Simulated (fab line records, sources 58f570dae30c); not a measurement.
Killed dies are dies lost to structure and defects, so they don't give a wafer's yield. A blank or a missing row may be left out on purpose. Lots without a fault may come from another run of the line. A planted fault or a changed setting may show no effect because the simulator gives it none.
Which tool did it? | flow berkeley_cmos170 | 7 lots, 21 wafers sampled, at 4 steps of a route of 331

WHAT THE GAUGES READ, wafer by wafer
UCB170_PLDD_TW_MEAS_11.
lot  | measured     | on            | PLDD_TW
L525 | day 7 16:56  | film_metro-03 | 1019 1012 1017
L528 | day 8 03:48  | film_metro-02 | 1009 1009 1006
L531 | day 8 18:10  | film_metro-03 | 1016 1015 1012
L538 | day 10 13:33 | film_metro-03 | 943 941 941
L540 | day 10 13:50 | film_metro-02 | 1011 1005 1014
L542 | day 11 05:00 | film_metro-01 | 999 997 998
L547 | day 12 17:14 | film_metro-02 | 1008 1015 1000

WHICH TOOL RAN EACH LOT (tool, then ch and the chambers of the sampled wafers, then the start)
lot  | UCB170_ZERO_ETCH_06               | UCB170_NVT_STRIP_08                  | UCB170_PLDD_IMPLANT_09
L525 | rie_diel-03 ch 0,1,2, day 2 04:55 | plasma_asher-03 ch 0,1, day 6 18:19  | implanter-04 ch 0, day 7 16:41
L528 | rie_diel-04 ch 0,2, day 2 22:23   | plasma_asher-03 ch 0,1, day 7 08:35  | implanter-04 ch 0, day 8 03:33
L531 | rie_diel-04 ch 0,1,3, day 3 06:21 | plasma_asher-01 ch 0,1, day 7 21:44  | implanter-01 ch 0, day 8 17:56
L538 | rie_diel-03 ch 0,1, day 4 17:04   | plasma_asher-01 ch 0,1, day 9 18:11  | implanter-04 ch 0, day 10 13:18
L540 | rie_diel-03 ch 0,1,2, day 5 04:13 | plasma_asher-02 ch 0,1, day 9 18:29  | implanter-03 ch 0, day 10 13:37
L542 | rie_diel-03 ch 1,3, day 5 13:43   | plasma_asher-02 ch 0,1, day 10 07:44 | implanter-01 ch 0, day 11 04:45
L547 | rie_diel-04 ch 0,3, day 6 14:34   | plasma_asher-02 ch 0,1, day 11 18:37 | implanter-03 ch 0, day 12 17:01
- UCB170_ZERO_ETCH_06: etches SiO2 in CHF3/CF4/Ar, time 12 s.
- UCB170_NVT_STRIP_08: strips in O2.
- UCB170_PLDD_IMPLANT_09

THE ANSWER, worked out from the rows above alone
Rule: what is usual is taken from the lots themselves. Put in order of their means at a reading, lots are off if they are a third of the lots or fewer, leave a main group of 4 or more, and stand apart from it by a gap of 3 or more times the standard deviation of the main group's means; of several such gaps the widest counts. A main group whose means are all the same, to the digits that the tables above print for the reading, isn't used. A lot without any number at a reading at which 4 lots or more have one is off too. The other lots that the step has rows for count as sound.
Off: L538, at UCB170_PLDD_TW_MEAS_11 (PLDD_TW). The main group: mean 1009, standard deviation 5.8.
A tool fits if, at a process step before that reading, it ran every lot that is off, and no sound lot after the first of them. The gauges at UCB170_PLDD_TW_MEAS_11 are tried like those tools. Can't be told from this: 3 tools fit, plasma_asher-01 at UCB170_NVT_STRIP_08, implanter-04 at UCB170_PLDD_IMPLANT_09, film_metro-03 at UCB170_PLDD_TW_MEAS_11.

WHAT THE SIMULATOR HAD PUT IN
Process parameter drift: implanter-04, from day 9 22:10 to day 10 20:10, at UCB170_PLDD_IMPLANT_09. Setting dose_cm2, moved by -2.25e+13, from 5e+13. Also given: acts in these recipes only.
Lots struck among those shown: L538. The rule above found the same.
